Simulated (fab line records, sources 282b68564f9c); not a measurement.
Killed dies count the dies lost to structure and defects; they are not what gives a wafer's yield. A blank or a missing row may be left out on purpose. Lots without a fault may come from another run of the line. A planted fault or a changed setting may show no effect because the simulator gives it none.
Comparing a struck lot with a sound one + flow rit_cmos + 15 out of 202 route steps
Sound: these wafers, L465.1, L465.2, L465.4. Wafers struck: L478.1, L478.2, L478.4. The cause is given at the end.
At each step with rows: each side's tool, then ch and its chambers, then its first start. Under that, the readings that differ: sound wafers + struck wafers + difference of the means + sigmas: that difference in standard deviations of wafers without a fault.
alike: readings whose means differ by less than 2 such deviations, and words and numbers that are the same on both sides. not compared: withheld readings, readings that some wafer has no value for, bounds like >300 that may hide the same value, and numbers for which the record gives no deviation and whose values overlap.
A row with sigmas, a row that says differs or no value, or rows on one side alone: a step with any of these is where the two part. Numbers that have no deviation but don't overlap get no sigmas and don't part them. Lack of a reading on every wafer of one side parts them only where that side has two or more wafers.

first, 2 steps without rows for these wafers: RIT_ACTIVE_CLEAN_17 (cleans in SC2, time 600 s); RIT_FOX1_OXIDATION_00 (target thk 350.7 nm, ox time 1130 s).
RIT_FOX1_THK_MEAS_01:
  sound on film_metro-01 at day 2 02:49; struck on film_metro-04 at day 4 20:16
  alike: FOX1_OXIDE_THK
then, 2 steps without rows for these wafers: RIT_FOX1_WET_ETCH_02 (etches SiO2 in BOE, target depth 350 nm, time 390 s); RIT_FOX2_OXIDATION_00 (target thk 350.7 nm, ox time 1130 s).
RIT_FOX2_THK_MEAS_01:
  sound on film_metro-04 at day 2 04:22; struck on film_metro-02 at day 4 23:19
  alike: FOX2_OXIDE_THK
then, 2 steps without rows for these wafers: RIT_FOX2_CLEAN_02 (cleans in dHF, time 180 s); RIT_FOX2_WET_ETCH_03 (etches Si3N4 in H3PO4, target depth 195 nm, time 2700 s).
RIT_FOX2_THK_MEAS_90:
  sound on film_metro-03 at day 2 05:14; struck on film_metro-03 at day 5 00:12
  alike: FIELD_OXIDE_LEFT_1_THK
then, 3 steps without rows for these wafers: RIT_NWELL_HMDS_00 (prime time 60 s); RIT_NWELL_COAT_01 (resist thk 1300 nm); RIT_NWELL_SOFTBAKE_02 (time 60 s).
RIT_NWELL_EXPOSE_03: exposes mask M2, target cd 43900 nm.
  sound on iline_stepper-01 ch 0, day 2 05:53; struck on iline_stepper-01 ch 0, day 5 00:50
| reading                       | sound                   | struck               | difference | sigmas |
|-------------------------------|-------------------------|----------------------|------------|--------|
| exposure_dose_mJ_cm2          | 250.27 250.07 250.59    | 249.78 249.88 249.50 | -0.59      | -2     |
| model.NWELL.overlay_x_nm (nm) | -0.3409 -0.3409 -0.3409 | 1.951 1.951 1.951    | +2.292     |        |
  alike: mask
then, 2 steps without rows for these wafers: RIT_NWELL_PEB_04; RIT_M1_PROBE_99.

== WHERE THEY PART ==
Only at RIT_NWELL_EXPOSE_03, as far as this record shows.

WHY: whatever the simulator had introduced
Scanner matching overlay: iline_stepper-01, from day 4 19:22 on, at RIT_NWELL_EXPOSE_03. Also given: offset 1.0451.
